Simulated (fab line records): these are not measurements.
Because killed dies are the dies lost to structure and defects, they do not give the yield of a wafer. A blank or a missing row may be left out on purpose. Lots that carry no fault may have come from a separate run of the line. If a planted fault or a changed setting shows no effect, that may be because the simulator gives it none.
Comparing a struck lot with a sound one ; flow rit_cmos ; 15 steps out of a route of 202
Sound: wafers L445.1, L445.2, L445.4. Wafers struck: L436.2, L436.4, L436.6. The cause is named last.
At each step with rows: each side's tool, then ch and its chambers, then its first start. Under that, the readings that differ: sound wafers ; struck wafers ; difference of the means ; sigmas: that difference in standard deviations of wafers without a fault.
alike: a reading whose means differ by less than 2 such deviations, as well as words and numbers matching on both sides. not compared: withheld readings; readings where some wafer has no value; bounds like >300 that might hide an equal value; numbers whose values overlap and for which the record gives no deviation.
Wherever a step has rows on one side only, a row that says differs or no value, or a row with sigmas, the two part there. When numbers do not overlap yet have no deviation, they are printed without sigmas and do not part them. Lack of a reading on every wafer of one side parts them only where that side has two or more wafers.

RIT_ACTIVE_THK_MEAS_04:
  sound: film_metro-04 at day 4 12:32; struck: film_metro-02 at day 2 15:58
reading;sound;struck;difference;sigmas
ACTIVE_NITRIDE_THK (nm);146.8 148.3 148.2;152.1 151.4 152.9;+4.4;+3
then, 6 steps without rows for these wafers: RIT_ACTIVE_HMDS_05 (prime time 60 s); RIT_ACTIVE_COAT_06 (resist thk 1000 nm); RIT_ACTIVE_SOFTBAKE_07 (time 60 s); RIT_ACTIVE_EXPOSE_08 (exposes mask M1, target cd 1400 nm); RIT_ACTIVE_PEB_09; RIT_ACTIVE_DEVELOP_10 (develop time 50 s).
RIT_ACTIVE_CD_MEAS_11 targets a cd of 1400 nm.
  sound: cd_sem-02 at day 4 13:27; struck: cd_sem-02 at day 2 16:57
  alike: cd_nm
then, 1 step without rows for these wafers: RIT_ACTIVE_HARDBAKE_12 (time 60 s).
RIT_ACTIVE_ETCH_13: etches Si3N4 in SF6, stops on SiO2, time 210 s, target depth 210 nm.
  sound on rie_diel-01 ch 0,1,3, day 4 13:43; struck on rie_diel-01 ch 0,2,3, day 2 17:14
  alike: drypump_motor_current_A, oes_product_au, throttle_valve_pct
  not compared: rf_hours_counter_h
RIT_ACTIVE_STRIP_14: strips in O2, time 180 s.
  sound on plasma_asher-01 ch 0,1, day 4 13:51; struck on plasma_asher-03 ch 0,1, day 2 17:22
  alike: drypump_motor_current_A, o2_flow_sccm
  not compared: rf_hours_counter_h
RIT_ACTIVE_CD_MEAS_90 targets a cd of 1400 nm.
  sound: cd_sem-01 at day 4 14:02; struck: cd_sem-01 at day 2 17:34
  alike: cd_nm
RIT_ACTIVE_CLEAN_15: cleans in SC1, time 600 s.
  sound on wet_bench-01 ch 2, day 4 14:09; struck on wet_bench-02 ch 0, day 2 17:40
  no value came back on the struck wafers for bath_guard_temp_C (C), bath_heat_duty_pct (%); on the sound wafers bath_guard_temp_C (C) reads 73.9 74.0 74.0
then, 1 step without rows for these wafers: RIT_ACTIVE_CLEAN_16 (cleans in dHF, time 30 s).
-- the record jumps here: 2 days lie between the struck wafers' starts before and after (it left off in module ACTIVE and takes up again in module M1, whose first step shown is number 202 of the route) --
RIT_M1_PROBE_99:
  sound: prober-02 at day 6 16:01; struck: prober-01 at day 4 20:45
  alike: killed_at_contacts, killed_at_front_end, killed_dies, killed_open, killed_short

WHERE THEY PART
At RIT_ACTIVE_THK_MEAS_04 first; at RIT_ACTIVE_CLEAN_15 last (within this record only). Later steps at which nothing parts them and some readings are alike: RIT_M1_PROBE_99.

WHY: what the simulator had put in
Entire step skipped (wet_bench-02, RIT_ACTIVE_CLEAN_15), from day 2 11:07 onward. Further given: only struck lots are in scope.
